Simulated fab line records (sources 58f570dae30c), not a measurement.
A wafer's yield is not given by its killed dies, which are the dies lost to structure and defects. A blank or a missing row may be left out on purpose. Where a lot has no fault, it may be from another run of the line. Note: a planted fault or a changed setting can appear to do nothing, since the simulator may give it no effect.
Which tool was responsible? -- flow berkeley_cmos170 -- 42 wafers from 14 lots sampled at 5 of the route's 331 steps

## WHAT THE GAUGES SHOWED, per wafer
UCB170_ACTIVE_THK_MEAS_03. Usual: ACTIVE_OXIDE_THK typically reads 26.3 nm, with standard deviation 0.44.
lot,measured,on,ACTIVE_OXIDE_THK (nm),flag
L973,day 4 20:50,film_metro-03,26.5 26.7 26.6,
L974,day 5 05:17,film_metro-04,27.5 27.3 26.7,
L975,day 5 05:17,film_metro-02,26.1 25.5 26.1,
L972,day 5 05:19,film_metro-03,26.9 26.9 26.5,
L978,day 6 00:12,film_metro-03,26.1 25.9 26.1,
L979,day 6 00:13,film_metro-02,26.7 26.7 26.7,
L980,day 6 07:47,film_metro-02,26.4 26.3 26.2,
L981,day 6 07:48,film_metro-04,26.0 25.4 26.0,
L984,day 6 18:08,film_metro-02,26.6 26.4 26.2,
L983,day 6 18:09,film_metro-04,26.3 26.3 26.0,
L982,day 6 18:10,film_metro-03,25.6 25.3 25.4,
L989,day 8 06:31,film_metro-03,26.6 25.9 26.4,
L991,day 9 03:46,film_metro-03,26.1 26.0 26.1,
L992,day 9 03:47,film_metro-04,25.9 26.1 26.3,

UCB170_PFIELD_TW_MEAS_09. Usual: PFIELD_TW typically reads 601, with standard deviation 3.9.
lot,measured,on,PFIELD_TW,flag
L973,day 5 09:10,film_metro-03,602 607 602,
L974,day 5 21:29,film_metro-04,596 600 597,
L975,day 5 20:59,film_metro-04,597 598 599,
L972,day 5 21:11,film_metro-01,601 604 601,
L978,day 6 09:55,film_metro-04,601 599 595,
L979,day 6 11:02,film_metro-04,595 600 599,
L980,day 6 21:19,film_metro-04,596 597 593,
L981,day 6 21:02,film_metro-01,601 600 603,
L984,day 7 04:36,film_metro-03,604 602 606,
L983,day 7 04:38,film_metro-01,602 606 605,
L982,day 7 04:48,film_metro-04,594 595 597,
L989,day 8 16:52,film_metro-04,601 601 599,
L991,day 9 18:27,film_metro-01,603 602 601,
L992,day 9 18:11,film_metro-01,603 602 604,

UCB170_GATE_THK_MEAS_05. Usual: GATE_POLY_THK typically reads 214.5 nm, with standard deviation 2.3.
lot,measured,on,GATE_POLY_THK (nm),flag
L973,day 7 15:23,film_metro-01,215.5 216.1 214.6,
L974,day 8 04:13,film_metro-04,216.2 215.9 217.3,
L975,day 8 04:13,film_metro-01,218.2 218.9 217.5,
L972,day 8 04:14,film_metro-02,216.8 216.2 216.9,
L978,day 8 10:20,film_metro-04,215.8 215.4 216.0,
L979,day 8 17:56,film_metro-01,212.4 212.9 212.0,
L980,day 9 03:34,film_metro-01,212.5 213.1 212.9,
L981,day 9 03:34,film_metro-02,215.5 214.0 215.9,
L984,day 9 13:25,film_metro-02,210.8 211.6 209.8,
L983,day 9 13:26,film_metro-01,215.0 213.4 216.0,
L982,day 9 13:26,film_metro-04,211.8 212.9 211.5,
L989,day 10 20:49,film_metro-02,215.9 215.0 214.5,
L991,day 12 09:38,film_metro-04,202.3 202.8 203.2 202.3 202.7 203.1,OFF
L992,day 12 09:40,film_metro-01,204.7 205.3 205.9 204.7 205.4 205.9,OFF

UCB170_M3_CD_MEAS_15: the cd target is 700 nm. Usual: cd_nm reads 700.0 nm (standard deviation 1.5).
lot,measured,on,cd_nm (nm),flag
L973,day 9 07:10,cd_sem-01,697.0 699.0 696.7,
L974,day 9 21:31,cd_sem-02,696.9 697.3 697.5,
L975,day 9 16:50,cd_sem-02,697.9 700.0 697.9,
L972,day 9 20:19,cd_sem-01,700.3 700.6 698.1,
L978,day 10 04:20,cd_sem-01,699.6 697.8 697.4,
L979,day 10 13:21,cd_sem-02,700.7 699.4 699.4,
L980,day 10 17:04,cd_sem-01,700.8 700.6 701.3,
L981,day 10 18:16,cd_sem-01,699.0 699.0 700.1,
L984,day 11 11:04,cd_sem-01,701.7 700.3 700.3,
L983,day 11 10:58,cd_sem-01,699.2 698.3 701.3,
L982,day 11 11:20,cd_sem-01,701.8 701.7 702.4,
L989,day 13 05:38,cd_sem-02,699.9 700.5 700.1,
L991,day 14 09:07,cd_sem-02,699.4 700.7 700.1,
L992,day 14 09:26,cd_sem-02,699.0 699.7 700.0,

## WHAT TOOL EACH LOT RAN ON (gives the tool, then ch and the chambers of the sampled wafers, and finally the start)
lot,UCB170_GATE_CVD_04
L973,"lpcvd-02 ch 0, day 7 13:58"
L974,"lpcvd-02 ch 1, day 8 02:49"
L975,"lpcvd-02 ch 1, day 8 02:49"
L972,"lpcvd-02 ch 1, day 8 02:49"
L978,"lpcvd-02 ch 1, day 8 08:55"
L979,"lpcvd-02 ch 0, day 8 15:49"
L980,"lpcvd-02 ch 0, day 9 01:28"
L981,"lpcvd-02 ch 1, day 9 01:28"
L984,"lpcvd-01 ch 1, day 9 12:01"
L983,"lpcvd-01 ch 1, day 9 12:01"
L982,"lpcvd-01 ch 1, day 9 12:01"
L989,"lpcvd-02 ch 0, day 10 19:25"
L991,"lpcvd-01 ch 0, day 12 08:14"
L992,"lpcvd-01 ch 1, day 12 08:14"
- UCB170_GATE_CVD_04: deposits poly-Si from SiH4, time 1440 s, target thk 214 nm.

## WHAT THE TOOLS THEMSELVES READ (means of the sampled wafers that have a number; where no wafer has one, the mark that the record gives instead)
The record holds no such reading with a usual standard deviation.

## THE ANSWER, worked out from the rows above alone
Rule: a lot counts as off when the mean over its wafers that have a number is more than 3 standard deviations away from the usual mean. Also off: a lot with no number at a reading for which 4 or more lots have one. Where the step has rows for the other lots, those lots are counted as sound. After the gauges, taken in route order, come the tools' own readings; for these a lot's mean is taken, as printed above. At the first step where some lot is off, the reading lying furthest off is the one used; lots without a number count as furthest.
Off: L991, L992, seen at UCB170_GATE_THK_MEAS_05 (GATE_POLY_THK).
A tool fits if, at a process step before that reading, it ran every lot that is off, and no sound lot after the first of them. Gauges at UCB170_GATE_THK_MEAS_05: tried the same way as those tools. One candidate fits, namely lpcvd-01 at UCB170_GATE_CVD_04. Its last sound lot is L982 (day 9 12:01), its first lot that is off L991 (day 12 08:14): a fault that began between those two fits.

## WHAT THE SIMULATOR HAD PUT IN
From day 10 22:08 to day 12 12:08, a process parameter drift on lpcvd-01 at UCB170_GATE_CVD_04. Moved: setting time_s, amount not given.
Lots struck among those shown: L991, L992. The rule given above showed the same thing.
